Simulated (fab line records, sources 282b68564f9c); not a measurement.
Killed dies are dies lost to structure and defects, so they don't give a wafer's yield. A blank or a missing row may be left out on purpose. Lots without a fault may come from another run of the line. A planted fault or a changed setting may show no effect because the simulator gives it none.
A struck lot beside a sound one | flow rit_cmos | 15 steps out of a route of 202
Sound: wafers L614.1, L614.3, L614.6. Struck: wafers L618.1, L618.2, L618.4. The cause comes at the end.
At each step with rows: each side's tool, then ch and its chambers, then its first start. Under that, the readings that differ: sound wafers | struck wafers | difference of the means | sigmas: that difference in standard deviations of wafers without a fault.
alike: readings whose means differ by less than 2 such deviations, and words and numbers that are the same on both sides. not compared: withheld readings, readings that some wafer has no value for, bounds like >300 that may hide the same value, and numbers for which the record gives no deviation and whose values overlap.
The two part at a step that has a row with sigmas, a row that says differs or no value, or rows on one side only. Numbers that don't overlap but have no deviation are shown without sigmas and don't part them. A reading that every wafer of one side lacks parts them only if that side has two wafers or more.

first, 2 steps without rows for these wafers: RIT_NWELL_PEB_04; RIT_NWELL_DEVELOP_05 (develop time 68 s).
RIT_NWELL_OVL_MEAS_06:
  sound on overlay-01, day 2 07:05; struck on overlay-02, day 3 04:49
  alike: NWELL_OVL
then, 2 steps without rows for these wafers: RIT_NWELL_HARDBAKE_07 (time 120 s); RIT_NWELL_IMPLANT_08.
RIT_NWELL_STRIP_09: strips in O2, time 180 s.
  sound on plasma_asher-03 ch 0,1, day 2 07:32; struck on plasma_asher-01 ch 0,1, day 3 05:15
  alike: drypump_motor_current_A
  not compared: rf_hours_counter_h
RIT_NWELL_TW_MEAS_10:
  sound on film_metro-01, day 2 07:42; struck on film_metro-01, day 3 05:25
  alike: NWELL_TW
then, 5 steps without rows for these wafers: RIT_PWELL_HMDS_00 (prime time 60 s); RIT_PWELL_COAT_01 (resist thk 1300 nm); RIT_PWELL_SOFTBAKE_02 (time 60 s); RIT_PWELL_EXPOSE_03 (exposes mask M3, target cd 43700 nm); RIT_PWELL_PEB_04.
RIT_PWELL_DEVELOP_05: develop time 68 s.
  sound on litho_track-04 ch 0, day 2 08:00; struck on litho_track-04 ch 0, day 3 06:00
  reading              | sound             | struck            | difference | sigmas
  developer_temp_C (C) | 23.07 23.05 23.18 | 25.03 25.32 25.19 | +2.08      | +21
RIT_PWELL_OVL_MEAS_06:
  sound on overlay-02, day 2 08:39; struck on overlay-01, day 3 06:29
  alike: PWELL_OVL
RIT_M1_PROBE_99:
  sound on prober-01, day 3 19:40; struck on prober-01, day 4 18:38
  alike: killed_at_contacts, killed_at_front_end, killed_dies, killed_open, killed_short

WHERE THEY PART
Only at RIT_PWELL_DEVELOP_05, within this record. Later steps at which nothing parts them and some readings are alike: RIT_PWELL_OVL_MEAS_06, RIT_M1_PROBE_99.

WHY: what the simulator had put in
Process parameter drift: litho_track-04, from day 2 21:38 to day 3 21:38, at RIT_PWELL_DEVELOP_05. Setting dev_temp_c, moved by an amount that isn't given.
